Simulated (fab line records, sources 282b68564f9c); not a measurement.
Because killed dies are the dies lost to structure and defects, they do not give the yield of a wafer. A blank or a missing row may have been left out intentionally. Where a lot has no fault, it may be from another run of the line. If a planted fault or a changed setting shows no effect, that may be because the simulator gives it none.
Struck lot and sound lot, side by side + flow ritCmos + 43 steps out of a route of 202
Sound: these wafers, L727.1, L727.2, L727.6. Struck: wafer L740.2 (left out: L740.1, L740.6 of the same lot, which were not struck); the cause appears at the end.
At each step with rows: each side's tool, then ch and its chambers, then its first start. Under that, the readings that differ: sound wafers + struck wafers + difference of the means + sigmas: that difference in standard deviations of wafers without a fault.
alike: words and numbers the same on both sides, and readings whose means are apart by under 2 such deviations; not compared: readings that were withheld, readings missing a value for some wafer, numbers with overlapping values and no deviation given by the record, and bounds like >300 which may hide the same value.
The two part at a step that has a row with sigmas, a row that says differs or no value, or rows on one side only. When numbers do not overlap yet have no deviation, they are printed without sigmas and do not part them. Lack of a reading on every wafer of one side parts them only where that side has two or more wafers.

first, 1 step without rows for these wafers: RIT_SPACER_CVD_03 (deposits Si3N4 from SiH2Cl2/NH3, target thk 250 nm, time 3300 s).
RIT_SPACER_THK_MEAS_04:
  sound on filmMetro-03, day 3 17:07; struck on filmMetro-02, day 6 06:35
  alike: SPACER_NITRIDE_THK
RIT_SPACER_ETCHBACK_05: etches Si3N4 in SF6/CHF3, stops on SiO2, target depth 250 nm, time 240 s.
  sound on rieDiel-01 ch 1,2,3, day 3 17:10; struck on rieDiel-01 ch 2, day 6 06:39
| reading               | sound             | struck | difference | sigmas |
|-----------------------|-------------------|--------|------------|--------|
| CHF3_flow_sccm (sccm) | 29.97 29.93 29.93 | 30.16  | +0.22      | +2     |
  alike: drypumpMotorCurrentA, oesProductAu, throttleValvePct
  not compared: rfHoursCounterH
then, 6 steps without rows for these wafers: RIT_NSD_HMDS_00 (prime time 60 s); RIT_NSD_COAT_01 (resist thk 1000 nm); RIT_NSD_SOFTBAKE_02 (time 60 s); RIT_NSD_EXPOSE_03 (exposes mask M9, target cd 40700 nm); RIT_NSD_PEB_04; RIT_NSD_DEVELOP_05 (develop time 50 s).
RIT_NSD_OVL_MEAS_06:
  sound on overlay-02, day 3 18:17; struck on overlay-02, day 6 07:39
| reading      | sound       | struck | difference | sigmas |
|--------------|-------------|--------|------------|--------|
| NSD_OVL (nm) | 2.3 2.1 2.5 | -0.9   | -3.2       | -2     |
then, 2 steps without rows for these wafers: RIT_NSD_HARDBAKE_07 (time 60 s); RIT_NSD_IMPLANT_08.
RIT_NSD_STRIP_09: strips in O2, time 180 s.
  sound on plasmaAsher-04 ch 0,1, day 3 18:38; struck on plasmaAsher-04 ch 1, day 6 07:59
  alike: drypumpMotorCurrentA, o2FlowSccm
  not compared: rfHoursCounterH
RIT_NSD_TW_MEAS_10:
  sound on filmMetro-04, day 3 18:48; struck on filmMetro-03, day 6 08:10
  alike: NSD_TW
then, 6 steps without rows for these wafers: RIT_PSD_HMDS_00 (prime time 60 s); RIT_PSD_COAT_01 (resist thk 1000 nm); RIT_PSD_SOFTBAKE_02 (time 60 s); RIT_PSD_EXPOSE_03 (exposes mask M10, target cd 40900 nm); RIT_PSD_PEB_04; RIT_PSD_DEVELOP_05 (develop time 50 s).
RIT_PSD_OVL_MEAS_06:
  sound on overlay-02, day 3 19:43; struck on overlay-02, day 6 09:11
  alike: PSD_OVL
then, 3 steps without rows for these wafers: RIT_PSD_HARDBAKE_07 (time 60 s); RIT_PSD_IMPLANT_08; RIT_PSD_STRIP_09 (strips in O2, time 180 s).
RIT_PSD_TW_MEAS_10:
  sound on filmMetro-03, day 3 20:13; struck on filmMetro-02, day 6 09:42
| reading | sound          | struck | difference | sigmas |
|---------|----------------|--------|------------|--------|
| PSD_TW  | 3426 3453 3461 | 3398   | -49        | -2     |
then, 4 steps without rows for these wafers: RIT_SDANNEAL_CLEAN_00 (cleans in SC1, time 600 s); RIT_SDANNEAL_CLEAN_01 (cleans in dHF, time 29.45 s); RIT_SDANNEAL_CLEAN_02 (cleans in SC2, time 600 s); RIT_SDANNEAL_RTA_03 (time 5 s).
RIT_SDANNEAL_RS_MEAS_04: uses a four-point probe to measure.
  sound on filmMetro-02, day 3 20:43; struck on filmMetro-04, day 6 10:16
  alike: PSD_RS
RIT_SDANNEAL_RS_MEAS_05: uses a four-point probe to measure.
  sound on filmMetro-02, day 3 20:50; struck on filmMetro-04, day 6 10:23
  alike: NSD_RS
RIT_SDANNEAL_RS_MEAS_06: uses a four-point probe to measure.
  sound on filmMetro-02, day 3 20:58; struck on filmMetro-04, day 6 10:30
  alike: PLDD_RS
RIT_SDANNEAL_RS_MEAS_07: uses a four-point probe to measure.
  sound on filmMetro-02, day 3 21:05; struck on filmMetro-04, day 6 10:37
  alike: NLDD_RS
then, 1 step without rows for these wafers: RIT_SILICIDE_WET_ETCH_00 (etches SiO2 in BOE, target depth 14 nm, time 15 s).
RIT_SILICIDE_SPUTTER_01: material Ti, target thk 30 nm, time 240 s.
  sound on pvdSputter-03, day 3 21:13; struck on pvdSputter-04, day 6 10:45
  alike: throttleValvePct
RIT_SILICIDE_RS_MEAS_02: uses a four-point probe to measure.
  sound on filmMetro-04, day 3 21:22; struck on filmMetro-03, day 6 10:54
  alike: SILICIDE_TI_RS
RIT_SILICIDE_THK_MEAS_03: measures by xrf.
  sound on filmMetro-04, day 3 21:29; struck on filmMetro-03, day 6 11:01
  alike: SILICIDE_TI_THK
RIT_SILICIDE_RTA_04: time 10 s, ramp up 5 s, ramp down 5 s.
  sound on rtpAnneal-01 ch 0, day 3 21:33; struck on rtpAnneal-02 ch 0, day 6 11:05
  alike: wafer_temp_C_max
then, 1 step without rows for these wafers: RIT_SILICIDE_WET_ETCH_05 (etches Ti in SPM, time 120 s).
RIT_SILICIDE_RTA_06: time 10 s, ramp up 5 s, ramp down 10 s.
  sound on rtpAnneal-02 ch 0, day 3 21:46; struck on rtpAnneal-01 ch 0, day 6 11:11
  alike: wafer_temp_C_max
RIT_CONTACT_CVD_00: deposits SiO2 from TEOS, target thk 400 nm, time 61 s.
  sound on pecvd-02 ch 0,1,2, day 3 21:50; struck on pecvd-02 ch 0, day 6 11:16
  alike: heaterPowerW
RIT_CONTACT_THK_MEAS_01:
  sound on filmMetro-01, day 3 21:53; struck on filmMetro-01, day 6 11:19
  alike: CONTACT_TEOS_THK
RIT_M1_PROBE_99:
  rows exist in the record for the struck wafers here (prober-02, day 6 17:45), but not for the sound ones

WHERE THEY PART
At RIT_SPACER_ETCHBACK_05 first; at RIT_M1_PROBE_99 last (within this record only).

WHY: what the simulator had put in
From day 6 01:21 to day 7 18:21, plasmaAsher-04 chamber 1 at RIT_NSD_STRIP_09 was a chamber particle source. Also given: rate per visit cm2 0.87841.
